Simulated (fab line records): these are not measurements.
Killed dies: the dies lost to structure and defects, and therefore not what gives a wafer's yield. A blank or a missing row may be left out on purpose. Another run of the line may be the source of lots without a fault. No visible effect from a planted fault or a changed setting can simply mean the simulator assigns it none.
The same fault as seen by 2 desks | flow rit-cmos | numbers are kept per desk, each desk with only its own; the story behind them comes last

FROM THE METROLOGY DESK
Means of the sampled wafers that have a number, per lot and without regard to the tool the lot ran on: this is what the gauges read. Any lot whose mean is over 4 standard deviations away from the usual mean is out of limits and marked OUT; that distance is given in the brackets.
Columns: A = cd-nm at RIT_ACTIVE_CD_MEAS_11, usual 1400.1 nm
lot  | first seen here | A
L966 | day 1 14:35     | 1400.8
L968 | day 2 02:22     | 1399.9
L971 | day 2 17:28     | 1402.8
L973 | day 3 03:49     | 1401.9
L974 | day 3 07:17     | 1397.7
L975 | day 3 12:14     | 1400.9
L976 | day 3 18:28     | 1398.5
L977 | day 3 21:36     | 1400.4
L978 | day 4 03:26     | 1397.5
L982 | day 4 23:01     | 1397.5
L984 | day 5 08:38     | 1400.7
L985 | day 5 16:23     | 1404.4
L986 | day 5 19:41     | 1399.3
L988 | day 6 04:47     | 1400.9
Finding of this desk: none of the 14 lots has anything out of limits.

AT THE TOOL OWNER'S DESK: litho-track-03
At RIT_NLDD_SOFTBAKE_02 (time 60 s), the tool's own readings, given per lot that ran on this tool as the mean of the sampled wafers with a number. Any lot whose mean is over 4 standard deviations away from the usual mean is out of limits and marked OUT; that distance is given in the brackets.
Columns: A = heater-power-total-W at RIT_NLDD_SOFTBAKE_02, usual 34.56 W; B = plate-temp-C at RIT_NLDD_SOFTBAKE_02, usual 90.05 C
lot  | first seen here | A               | B
L968 | day 3 09:24     | 34.50           | 90.16
L971 | day 4 00:11     | 34.58           | 89.89
L975 | day 4 17:43     | 34.56           | 90.14
L976 | day 4 21:37     | 32.44 (-41) OUT | 86.15 (-30) OUT
L982 | day 6 01:18     | 32.44 (-41) OUT | 85.99 (-31) OUT
This desk's verdict: out of limits on L976, L982, starting with L976 at day 4 21:37 (heater-power-total-W at RIT_NLDD_SOFTBAKE_02). In limits: L968, L971, L975.

PUT TOGETHER
An alarm could have come from the tool owner's desk at day 4 21:37, on L976, L982.
The metrology desk saw nothing out of limits.
The metrology desk holds a record of L976, L982, inside its limits.
The lots listed all ran RIT_NLDD_SOFTBAKE_02 on litho-track-03.

WHAT THE SIMULATOR PUT IN
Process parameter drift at RIT_NLDD_SOFTBAKE_02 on litho-track-03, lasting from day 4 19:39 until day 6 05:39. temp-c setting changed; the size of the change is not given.
Shown lots that were struck: L976, L982.
How many hours passed from the start of the fault until each desk's first out-of-limits reading: the tool owner's desk, 2.
